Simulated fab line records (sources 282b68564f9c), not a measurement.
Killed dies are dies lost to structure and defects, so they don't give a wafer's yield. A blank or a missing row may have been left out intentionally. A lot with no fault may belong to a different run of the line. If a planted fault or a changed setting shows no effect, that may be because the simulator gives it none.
Commonality check across tools -- flow rit cmos -- 13 lots, 39 wafers sampled

REASON IT WAS OPENED
At RIT_FOX2_THK_MEAS_90 the reading FIELD_OXIDE_LEFT_1_THK is flagged on 1 of 13 lots. Fault-free wafers read 322 nm, with a standard deviation of 5.9.
Rule: a lot gets a flag if all its wafers with a number sit over 4 standard deviations from that mean, or if no wafer of it has a number. The other lots count as sound.

lot,measured,on,"FIELD_OXIDE_LEFT_1_THK (nm), wafer by wafer",flag
L868,day 1 21:11,film metro-01,323 326 315,
L869,day 2 02:07,film metro-02,323 333 323,
L870,day 2 09:39,film metro-04,314 315 315,
L871,day 2 15:17,film metro-02,324 316 320,
L873,day 2 23:05,film metro-04,321 317 316,
L874,day 3 06:12,film metro-04,316 316 316,
L878,day 3 21:34,film metro-01,313 316 320,
L884,day 5 04:28,film metro-04,293 289 291,FLAGGED
L885,day 5 08:18,film metro-01,323 313 322,
L886,day 5 14:52,film metro-04,317 324 318,
L888,day 6 00:19,film metro-04,319 315 324,
L890,day 6 10:23,film metro-04,326 325 332,
L891,day 6 14:11,film metro-04,329 328 330,
The mean of the flagged lots' numbers is 291 nm, -31 nm from the usual (-5 standard deviations).

WHICH TOOL RAN EACH LOT
The record holds 1 process step before the reading, out of a route of 202 steps. Every cell lists first the tool, next ch and the chambers used by the sampled wafers, and last the start.
lot,flag,RIT_FOX2_CLEAN_02
L868,,"wet bench-02 ch 0, day 1 20:17"
L869,,"wet bench-02 ch 2, day 2 01:17"
L870,,"wet bench-04 ch 0, day 2 08:50"
L871,,"wet bench-02 ch 1, day 2 14:28"
L873,,"wet bench-04 ch 3, day 2 22:15"
L874,,"wet bench-04 ch 1, day 3 05:23"
L878,,"wet bench-02 ch 2, day 3 20:40"
L884,FLAGGED,"wet bench-02 ch 1, day 5 03:35"
L885,,"wet bench-04 ch 0, day 5 07:23"
L886,,"wet bench-04 ch 0, day 5 13:17"
L888,,"wet bench-03 ch 3, day 5 23:30"
L890,,"wet bench-04 ch 1, day 6 09:29"
L891,,"wet bench-04 ch 0, day 6 13:22"
What is done by these steps:
- RIT_FOX2_CLEAN_02: cleans in dHF, time 180 s.
- RIT_FOX2_THK_MEAS_90

FLAGGED OVER TOTAL, TOOL BY TOOL (the gauges that took the reading come last)
step,tool,lots run,flagged,share of the flagged lots,sound lots run after its first flagged lot
RIT_FOX2_CLEAN_02,wet bench-02,5,1,all,0
RIT_FOX2_CLEAN_02,wet bench-03,1,0,none,-
RIT_FOX2_CLEAN_02,wet bench-04,7,0,none,-
RIT_FOX2_THK_MEAS_90,film metro-01,3,0,none,-
RIT_FOX2_THK_MEAS_90,film metro-02,2,0,none,-
RIT_FOX2_THK_MEAS_90,film metro-04,8,1,all,"4 (L886,L888,L890,L891)"

WHAT THE TABLE ALLOWS
Table rows that saw every flagged lot: 2, namely wet bench-02 at RIT_FOX2_CLEAN_02 and film metro-04 at RIT_FOX2_THK_MEAS_90.
- wet bench-02 at RIT_FOX2_CLEAN_02: 1 of its 5 lots flagged. It ran its last sound lot, L878, at day 3 20:40 and its first flagged lot, L884, at day 5 03:35: a fault with its onset between the two fits. Its own readings (run length s) fall more than 4 standard deviations out on all wafers of the flagged lots.
- film metro-04 at RIT_FOX2_THK_MEAS_90: 1 of its 8 lots flagged. Lots that were sound ran on it after the first flagged one (L886, L888, L890, L891); a persistent fault on the entire tool would not allow that.
Left over: one tool, wet bench-02 at RIT_FOX2_CLEAN_02.

WHAT THE SIMULATOR HAD PUT IN
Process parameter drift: wet bench-02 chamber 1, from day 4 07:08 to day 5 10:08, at RIT_FOX2_CLEAN_02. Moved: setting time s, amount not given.
Struck lots among those shown: L884. This agrees with what the rule above found.
